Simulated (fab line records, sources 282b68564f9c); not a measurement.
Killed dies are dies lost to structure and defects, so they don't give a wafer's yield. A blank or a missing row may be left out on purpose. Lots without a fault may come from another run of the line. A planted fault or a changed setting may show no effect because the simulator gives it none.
fab line records | flow rit_cmos
record lots=13 wafers=39 last_day=7
route steps=202 shown ACTIVE@1 NWELL@51 PLDD@123 SILICIDE@164 M1@202
lots that met no fault: from a run of the same line without faults
start_h: hours from the record's first day to the start of the lot's first wafer shown | wait_h: hours since the lot's step before | " the same as in the row above | L1.1+2: a row that stands for several wafers | - no value, or no start given | * or withheld: withheld | < > ~ a bound
route shown NAME@n: a module of which the file shows steps, and the number in the route of the first | usual: mean/standard deviation of fault-free wafers | same: alike in all rows | chamber/n: place in a boat | sites: the reading at each site | _std_site: their standard deviation | _edge_site: outer sites' mean less inner sites' | radius_mm: how far each site lies from the wafer's centre | mask NAME#n: copy n | behind: the tool/chamber that last shaped the wafer | hold: why the lot was held/for how many hours/how that ended | device: the transistor (n, p or np) that didn't switch | end of line: the same wafers' tests at the end of the route | a step without rows: its recipe alone | killed: dies lost to structure and defects at the first sort, not the wafer's yield | map: a wafer's dies, x killed, . not, _ none there
set.NAME: the setting as run; set.NAME@STEP: as run at that earlier step | model.NAME: the simulator's own value behind a step, which no gauge read
steps of the route over a sample of lots; a table a step, a row a wafer
services: from which hour (start_h, from the record's first day; less than 0 if before it) a tool's chamber was out of use, for how many hours, and why
## steps
# step RIT_ACTIVE_BOW_MEAS_00
# recipe mode=bow
# usual INCOMING_BOW=1/6.7
# columns lot.wafer tool chamber start_h wait_h INCOMING_BOW[um]
L323.2 film_metro-03 - 10.02 - 16
L323.5 " - " " -5
L323.6 " - " " 11
L324.1 film_metro-04 - 15.00 - 1
L324.2 " - " " 3
L324.6 " - " " -9
L325.2 film_metro-02 - 20.02 - -5
L325.4 " - " " 0
L325.5 " - " " -5
L326.2 film_metro-04 - 25.02 - 5
L326.4 " - " " -2
L326.6 " - " " -5
L327.1 film_metro-04 - 30.00 - 3
L327.4 " - " " 4
L327.6 " - " " 2
L328.1 film_metro-02 - 35.00 - 15
L328.3 " - " " -17
L328.6 " - " " 3
L329.3 film_metro-02 - 40.04 - 14
L329.4 " - " " 8
L329.6 " - " " 8
L341.1 film_metro-04 - 100.00 - -7
L341.4 " - " " 1
L341.6 " - " " 6
L342.2 film_metro-03 - 105.02 - 9
L342.4 " - " " 4
L342.6 " - " " 9
L343.1 film_metro-03 - 110.00 - -3
L343.2 " - " " 9
L343.5 " - " " -8
L344.2 film_metro-03 - 115.02 - 2
L344.4 " - " " -3
L344.6 " - " " -3
L345.2 film_metro-04 - 120.02 - 2
L345.4 " - " " 7
L345.6 " - " " -11
L346.1 film_metro-04 - 125.00 - -2
L346.4 " - " " 1
L346.5 " - " " -7
# step RIT_WELLDRIVE_RS_MEAS_01
# recipe thk_meas_gauge=four-point-probe
# usual NWELL_RS=275.3/0.83
# columns lot.wafer tool chamber start_h wait_h NWELL_RS[ohm/sq]
L323.2 film_metro-02 - 31.80 0.0 276.8
L323.5 " - " " 276.2
L323.6 " - " " 276.0
L324.1 film_metro-01 - 36.86 0.0 274.4
L324.2 " - " " 275.2
L324.6 " - " " 274.9
L325.2 film_metro-04 - 40.97 0.0 276.5
L325.4 " - " " 275.7
L325.5 " - " " 277.0
L326.2 film_metro-02 - 45.91 0.0 275.3
L326.4 " - " " 275.5
L326.6 " - " " 275.6
L327.1 film_metro-02 - 51.18 0.0 275.1
L327.4 " - " " 276.0
L327.6 " - " " 276.4
L328.1 film_metro-04 - 54.50 0.0 274.6
L328.3 " - " " 275.3
L328.6 " - " " 275.1
L329.3 film_metro-02 - 59.63 0.0 274.7
L329.4 " - " " 275.2
L329.6 " - " " 275.9
L341.1 film_metro-01 - 119.50 0.0 273.8
L341.4 " - " " 274.0
L341.6 " - " " 273.7
L342.2 film_metro-04 - 124.61 0.0 276.4
L342.4 " - " " 275.4
L342.6 " - " " 275.8
L343.1 film_metro-01 - 127.71 0.0 275.7
L343.2 " - " " 274.0
L343.5 " - " " 275.6
L344.2 film_metro-04 - 134.29 0.0 275.7
L344.4 " - " " 274.1
L344.6 " - " " 274.0
L345.2 film_metro-02 - 139.96 0.0 275.3
L345.4 " - " " 275.8
L345.6 " - " " 274.8
L346.1 film_metro-04 - 144.97 0.0 276.1
L346.4 " - " " 276.7
L346.5 " - " " 275.9
# step RIT_PLDD_STRIP_09
# recipe chemistry=O2 time_s=180 resist=NOVOLAK platen_temp_c=withheld power_w=500 pressure_mtorr=4000 o2_flow_sccm=4000
# usual drypump_motor_current_A=5.7/0.62 run_length_s=208.4/0.45
# columns lot.wafer tool chamber start_h wait_h drypump_motor_current_A rf_hours_counter_h run_length_s
L323.2 plasma_asher-03 1 49.34 0.1 5.1 41 208.4
L323.5 " 1 " " 5.1 - 208.0
L323.6 " 0 " " 5.1 - 208.1
L324.1 plasma_asher-03 1 53.17 0.1 5.1 41 207.8
L324.2 " 0 " " 5.1 41 208.7
L324.6 " 0 " " 5.1 - 208.3
L325.2 plasma_asher-04 0 58.49 0.1 5.8 43 207.8
L325.4 " 0 " " 5.8 - 207.6
L325.5 " 0 " " 5.8 - 207.6
L326.2 plasma_asher-01 0 61.86 0.1 5.8 26 209.1
L326.4 " 1 " " 5.1 - 208.5
L326.6 " 1 " " 5.1 - 208.5
L327.1 plasma_asher-03 0 69.41 0.1 5.1 43 208.6
L327.4 " 1 " " 5.1 - 207.9
L327.6 " 0 " " 5.1 - 208.6
L328.1 plasma_asher-01 0 73.74 0.1 5.8 27 208.9
L328.3 " 0 " " 5.8 - 208.6
L328.6 " 0 " " 5.8 - 209.0
L329.3 plasma_asher-01 1 77.29 0.1 5.1 - 72.3
L329.4 " 0 " " 5.8 - 72.1
L329.6 " 1 " " 5.1 - 72.1
L341.1 plasma_asher-01 0 137.36 0.1 5.8 35 208.5
L341.4 " 1 " " 5.1 - 208.8
L341.6 " 1 " " 5.1 - 208.4
L342.2 plasma_asher-04 1 139.67 0.1 6.9 52 208.5
L342.4 " 0 " " 5.8 - 207.6
L342.6 " 1 " " 6.9 - 208.6
L343.1 plasma_asher-01 0 144.95 0.1 5.8 36 208.5
L343.2 " 1 " " 5.1 36 208.6
L343.5 " 0 " " 5.8 - 208.6
L344.2 plasma_asher-04 0 149.23 0.1 5.8 53 207.5
L344.4 " 1 " " 6.9 - 208.6
L344.6 " 0 " " 5.8 - 207.8
L345.2 plasma_asher-01 0 157.40 0.1 5.8 37 208.7
L345.4 " 1 " " 5.1 - 208.5
L345.6 " 1 " " 5.1 - 208.4
L346.1 plasma_asher-04 0 159.58 0.1 5.8 54 207.5
L346.4 " 0 " " 5.8 - 208.0
L346.5 " 1 " " 6.9 - 208.7
# step RIT_SILICIDE_THK_MEAS_03
# recipe thk_meas_gauge=xrf reads=Ti_of_SILICIDE_SPUTTER_01
# usual SILICIDE_TI_THK=28.7/0.37
# columns lot.wafer tool chamber start_h wait_h SILICIDE_TI_THK[nm]
L323.2 film_metro-04 - 56.39 0.1 29.1
L323.5 " - " " 28.7
L323.6 " - " " 29.1
L324.1 film_metro-01 - 60.39 0.1 28.9
L324.2 " - " " 28.2
L324.6 " - " " 28.4
L325.2 film_metro-01 - 65.60 0.1 28.0
L325.4 " - " " 28.6
L325.5 " - " " 28.6
L326.2 film_metro-03 - 69.23 0.1 28.8
L326.4 " - " " 28.7
L326.6 " - " " 28.7
L327.1 film_metro-01 - 76.30 0.1 28.4
L327.4 " - " " 28.2
L327.6 " - " " 28.6
L328.1 film_metro-04 - 81.56 0.1 29.1
L328.3 " - " " 29.2
L328.6 " - " " 29.1
L341.1 film_metro-03 - 144.69 0.1 28.5
L341.4 " - " " 28.3
L341.6 " - " " 28.6
L342.2 film_metro-01 - 147.13 0.1 28.4
L342.4 " - " " 29.0
L342.6 " - " " 29.2
L343.1 film_metro-04 - 151.95 0.1 28.6
L343.2 " - " " 28.0
L343.5 " - " " 28.9
L344.2 film_metro-01 - 156.17 0.1 28.4
L344.4 " - " " 28.9
L344.6 " - " " 28.7
L345.2 film_metro-01 - 164.97 0.1 29.1
L345.4 " - " " 28.4
L345.6 " - " " 28.7
L346.1 film_metro-01 - 166.48 0.1 29.0
L346.4 " - " " 28.6
L346.5 " - " " 28.1
# step RIT_M1_PROBE_99
# usual killed_at_M0_to_M3=0.0/0.12 killed_at_contacts=0.0/0.16 killed_at_front_end=7.1/2.7 killed_dies=7.2/2.7 killed_on_rim=1.9/1.2 killed_open=3.5/1.9 killed_short=3.6/1.9
# same gross_dies=264 killed_at_M4_up=0 killed_at_back_side=0 killed_at_other=0
# columns lot.wafer tool chamber start_h wait_h hold killed_at_M0_to_M3 killed_at_contacts killed_at_front_end killed_dies killed_on_rim killed_open killed_short
L323.2 prober-02 - 63.39 0.1 - 0 0 8 8 1 4 4
L323.5 prober-02 - 63.54 0.2 - 0 0 9 9 1 4 5
L323.6 prober-02 - 63.59 0.2 - 0 0 7 7 3 4 3
L324.1 prober-01 - 66.90 0.1 - 0 0 8 8 2 3 5
L324.2 prober-01 - 66.95 0.1 - 0 0 12 12 4 4 8
L324.6 prober-01 - 67.15 0.2 - 0 0 5 5 2 2 3
L325.2 prober-02 - 72.28 0.1 - 0 0 6 6 2 3 3
L325.4 prober-02 - 72.38 0.2 - 0 1 6 7 2 4 3
L325.5 prober-02 - 72.43 0.2 - 0 0 7 7 5 6 1
L326.2 prober-01 - 75.97 0.1 - 0 0 13 13 1 7 6
L326.4 prober-01 - 76.07 0.2 - 0 0 7 7 2 6 1
L326.6 prober-01 - 76.17 0.2 - 0 0 10 10 3 7 3
L327.1 prober-02 - 82.96 0.1 - 0 0 10 10 3 5 5
L327.4 prober-02 - 83.11 0.2 - 0 0 9 9 1 7 2
L327.6 prober-02 - 83.21 0.2 - 0 0 8 8 2 2 6
L328.1 prober-01 - 88.21 0.1 - 0 0 5 5 0 4 1
L328.3 prober-01 - 88.31 0.2 - 0 0 6 6 1 6 0
L328.6 prober-01 - 88.46 0.2 - 0 0 10 10 3 1 9
L329.3 prober-02 - 91.89 0.2 await_dispo/8.0h/scrap 1 0 263 264 70 3 6
L329.4 prober-02 - 91.94 0.2 await_dispo/8.0h/scrap 0 0 264 264 70 3 2
L329.6 prober-02 - 92.04 0.2 await_dispo/8.0h/scrap 0 0 264 264 70 3 6
L341.1 prober-02 - 151.57 0.1 - 0 0 6 6 2 3 3
L341.4 prober-02 - 151.72 0.2 - 0 0 8 8 2 4 4
L341.6 prober-02 - 151.82 0.2 - 0 0 10 10 3 3 7
L342.2 prober-01 - 153.80 0.1 - 0 0 9 9 2 3 6
L342.4 prober-01 - 153.90 0.2 - 0 0 6 6 0 3 2
L342.6 prober-01 - 154.00 0.2 - 0 0 10 10 2 6 4
L343.1 prober-02 - 158.55 0.1 - 0 0 10 10 3 7 3
L343.2 prober-02 - 158.60 0.1 - 0 0 9 9 2 6 3
L343.5 prober-02 - 158.75 0.2 - 0 0 13 13 4 8 5
L344.2 prober-01 - 163.04 0.1 - 0 0 10 10 2 5 4
L344.4 prober-01 - 163.14 0.2 - 0 0 10 10 1 7 2
L344.6 prober-01 - 163.24 0.2 - 0 0 6 6 1 3 3
L345.2 prober-02 - 171.87 0.1 - 0 0 4 4 0 3 1
L345.4 prober-02 - 171.97 0.2 - 0 0 4 4 3 2 2
L345.6 prober-02 - 172.07 0.2 - 0 0 6 6 1 3 3
L346.1 prober-01 - 173.32 0.1 - 0 0 14 14 5 8 6
L346.4 prober-01 - 173.47 0.2 - 0 0 5 5 1 2 3
L346.5 prober-01 - 173.52 0.2 - 0 0 6 6 2 2 4
# killed by level:class
L323.2 GATE:geometric_particle:short=2 SPACER:geometric_particle:open=2 SILICIDE:geometric_particle:open=2 FOX2:geometric_particle:short=1 SPACER:geometric_particle:short=1
L323.5 GATE:geometric_particle:short=2 REOX:geometric_particle:open=2 FOX2:geometric_particle:short=1 GATE:geometric_particle:open=1 SPACER:geometric_particle:open=1 SPACER:geometric_particle:short=1 SILICIDE:geometric_particle:short=1
L323.6 GATE:geometric_particle:open=2 SPACER:geometric_particle:short=2 ACTIVE:geometric_particle:short=1 FOX2:geometric_particle:open=1 SILICIDE:geometric_particle:open=1
L324.1 SILICIDE:geometric_particle:short=2 FOX2:geometric_particle:short=1 GATE:geometric_particle:open=1 REOX:geometric_particle:short=1 SPACER:geometric_particle:short=1 SPACER:geometric_particle:open=1 SILICIDE:geometric_particle:open=1
L324.2 SPACER:geometric_particle:short=4 REOX:geometric_particle:short=2 FOX1:geometric_particle:short=1 FOX1:geometric_particle:open=1 GATE:geometric_particle:short=1 GATE:geometric_particle:open=1 REOX:geometric_particle:open=1 SILICIDE:geometric_particle:open=1
L324.6 FOX2:geometric_particle:open=1 GATE:geometric_particle:short=1 GATE:geometric_particle:open=1 SPACER:geometric_particle:short=1 SILICIDE:geometric_particle:short=1
L325.2 GATE:geometric_particle:open=3 GATE:geometric_particle:short=3
L325.4 FOX1:geometric_particle:short=2 GATE:geometric_particle:open=2 FOX1:geometric_particle:open=1 SPACER:geometric_particle:open=1 CONTACT:geometric_particle:short=1
L325.5 REOX:geometric_particle:open=3 FOX1:geometric_particle:open=1 GATE:geometric_particle:open=1 GATE:geometric_particle:short=1 SILICIDE:geometric_particle:open=1
L326.2 SPACER:geometric_particle:open=3 FOX1:geometric_particle:short=2 GATE:geometric_particle:short=2 REOX:geometric_particle:open=2 FOX2:geometric_particle:open=1 GATE:geometric_particle:open=1 SPACER:geometric_particle:short=1 SILICIDE:geometric_particle:short=1
L326.4 REOX:geometric_particle:open=3 GATE:geometric_particle:open=2 REOX:geometric_particle:short=1 SPACER:geometric_particle:open=1
L326.6 GATE:geometric_particle:open=2 SPACER:geometric_particle:open=2 FOX1:geometric_particle:open=1 FOX2:geometric_particle:short=1 FOX2:geometric_particle:open=1 REOX:geometric_particle:open=1 SPACER:geometric_particle:short=1 SILICIDE:geometric_particle:short=1
L327.1 GATE:geometric_particle:short=2 FOX1:geometric_particle:open=1 FOX1:geometric_particle:short=1 FOX2:geometric_particle:open=1 FOX2:geometric_particle:short=1 GATE:geometric_particle:open=1 REOX:geometric_particle:open=1 SPACER:geometric_particle:short=1
L327.4 SPACER:geometric_particle:open=2 SILICIDE:geometric_particle:open=2 FOX1:geometric_particle:open=1 FOX2:geometric_particle:open=1 GATE:geometric_particle:open=1 GATE:geometric_particle:short=1 SPACER:geometric_particle:short=1
L327.6 GATE:geometric_particle:short=3 SILICIDE:geometric_particle:short=2 FOX2:geometric_particle:open=1 GATE:geometric_particle:open=1 SPACER:geometric_particle:short=1
L328.1 REOX:geometric_particle:open=2 FOX2:geometric_particle:open=1 GATE:geometric_particle:open=1 GATE:geometric_particle:short=1
L328.3 GATE:geometric_particle:open=3 FOX2:geometric_particle:open=1 REOX:geometric_particle:open=1 SPACER:geometric_particle:open=1
L328.6 GATE:geometric_particle:short=4 SPACER:geometric_particle:short=2 ACTIVE:geometric_particle:short=1 FOX1:geometric_particle:short=1 GATE:geometric_particle:open=1 REOX:geometric_particle:short=1
L329.3 SPACER:area_cvd=254 FOX1:geometric_particle:open=2 REOX:geometric_particle:short=2 ACTIVE:geometric_particle:short=1 FOX2:geometric_particle:short=1 GATE:geometric_particle:short=1 SPACER:geometric_particle:short=1 SILICIDE:geometric_particle:open=1
L329.4 SPACER:area_cvd=259 SILICIDE:geometric_particle:open=2 FOX1:geometric_particle:short=1 SPACER:geometric_particle:open=1 SPACER:geometric_particle:short=1
L329.6 SPACER:area_cvd=255 GATE:geometric_particle:short=2 FOX1:geometric_particle:open=1 FOX1:geometric_particle:short=1 FOX2:geometric_particle:open=1 FOX2:geometric_particle:short=1 GATE:geometric_particle:open=1 SPACER:geometric_particle:short=1
L341.1 GATE:geometric_particle:short=2 SPACER:geometric_particle:open=2 FOX1:geometric_particle:open=1 SPACER:geometric_particle:short=1
L341.4 GATE:geometric_particle:short=2 REOX:geometric_particle:open=2 FOX1:geometric_particle:short=1 SPACER:geometric_particle:short=1 GATE:geometric_particle:open=1 SILICIDE:geometric_particle:open=1
L341.6 GATE:geometric_particle:short=4 SPACER:geometric_particle:short=2 GATE:geometric_particle:open=1 SPACER:geometric_particle:open=1 SILICIDE:geometric_particle:open=1 SILICIDE:geometric_particle:short=1
L342.2 FOX2:geometric_particle:short=3 GATE:geometric_particle:short=3 FOX1:geometric_particle:open=2 GATE:geometric_particle:open=1
L342.4 FOX1:geometric_particle:open=2 FOX1:geometric_particle:short=1 GATE:geometric_particle:short=1 GATE:geometric_particle:open=1 NWELL:coat_microbubble_printed=1
L342.6 GATE:geometric_particle:open=4 FOX1:geometric_particle:open=2 GATE:geometric_particle:short=2 FOX1:geometric_particle:short=1 SILICIDE:geometric_particle:short=1
L343.1 GATE:geometric_particle:open=5 GATE:geometric_particle:short=2 REOX:geometric_particle:short=1 REOX:geometric_particle:open=1 SILICIDE:geometric_particle:open=1
L343.2 GATE:geometric_particle:open=4 GATE:geometric_particle:short=2 REOX:geometric_particle:open=2 REOX:geometric_particle:short=1
L343.5 GATE:geometric_particle:open=4 FOX1:geometric_particle:open=2 GATE:geometric_particle:short=2 FOX1:geometric_particle:short=1 FOX2:geometric_particle:open=1 REOX:geometric_particle:short=1 SPACER:geometric_particle:short=1 SILICIDE:geometric_particle:open=1
L344.2 FOX1:geometric_particle:open=3 FOX1:geometric_particle:short=1 FOX2:geometric_particle:short=1 GATE:geometric_particle:short=1 REOX:geometric_particle:open=1 SPACER:geometric_particle:open=1 SPACER:geometric_particle:short=1 PRETRO:coat_microbubble_printed=1
L344.4 GATE:geometric_particle:open=2 SPACER:geometric_particle:open=2 FOX1:geometric_particle:open=1 GATE:geometric_particle:short=1 REOX:geometric_particle:open=1 SILICIDE:geometric_particle:open=1 SILICIDE:geometric_particle:short=1 PRETRO:coat_microbubble_printed=1
L344.6 FOX2:geometric_particle:open=1 FOX2:geometric_particle:short=1 GATE:geometric_particle:short=1 GATE:geometric_particle:open=1 REOX:geometric_particle:short=1 REOX:geometric_particle:open=1
L345.2 GATE:geometric_particle:open=1 GATE:geometric_particle:short=1 REOX:geometric_particle:open=1 SPACER:geometric_particle:open=1
L345.4 REOX:geometric_particle:short=2 FOX1:geometric_particle:open=1 GATE:geometric_particle:open=1
L345.6 GATE:geometric_particle:open=2 FOX1:geometric_particle:short=1 GATE:geometric_particle:short=1 REOX:geometric_particle:open=1 REOX:geometric_particle:short=1
L346.1 REOX:geometric_particle:open=6 REOX:geometric_particle:short=2 SPACER:geometric_particle:short=2 SILICIDE:geometric_particle:short=2 FOX2:geometric_particle:open=1 GATE:geometric_particle:open=1
L346.4 SILICIDE:geometric_particle:short=2 GATE:geometric_particle:short=1 SPACER:geometric_particle:open=1 SILICIDE:geometric_particle:open=1
L346.5 FOX1:geometric_particle:short=1 FOX2:geometric_particle:open=1 GATE:geometric_particle:short=1 REOX:geometric_particle:short=1 SPACER:geometric_particle:short=1 SILICIDE:geometric_particle:open=1
## services
# columns tool chamber start_h hours kind
plasma_asher-01 - 40.98 2.3 repair
plasma_asher-03 - 108.75 9.0 pm
plasma_asher-03 0 108.75 9.0 vent_cycle
plasma_asher-03 1 108.75 9.0 vent_cycle
plasma_asher-03 0 117.75 - clean
plasma_asher-03 1 117.75 - clean
## key
first_sign step=RIT_PLDD_STRIP_09 reading=run_length_s direction=down sigmas=99+ usual=* struck=*
effect step=RIT_M1_PROBE_99 reading=killed_dies direction=up sigmas=95 usual=7.2 struck=264
more_kills_born_at RIT_SPACER_CVD_03@lpcvd-02=768
met_at RIT_PLDD_STRIP_09
struck_lots L329
later_rows_left_out L329.3,L329.4,L329.6
tester_left_out L329
not_acting_at RIT_ACTIVE_BOW_MEAS_00,RIT_WELLDRIVE_RS_MEAS_01,RIT_SILICIDE_THK_MEAS_03
onset_between 73.74 77.29
fault kind=strip_aborted tool=plasma_asher-01 chamber=- onset_h=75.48 steps=RIT_PLDD_STRIP_09 offset=0.6 end_h=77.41
# tester_left_out: of these lots the tester's yield and bins aren't shown, on N5 and GAA mostly nor the transistor test; their killed dies are dies lost to structure and defects alone, not to doping, threshold or leakage, so they don't give the yield
# later_rows_left_out: the simulator's readings of these wafers behind a module that went badly wrong aren't trusted and aren't shown, but for the sort
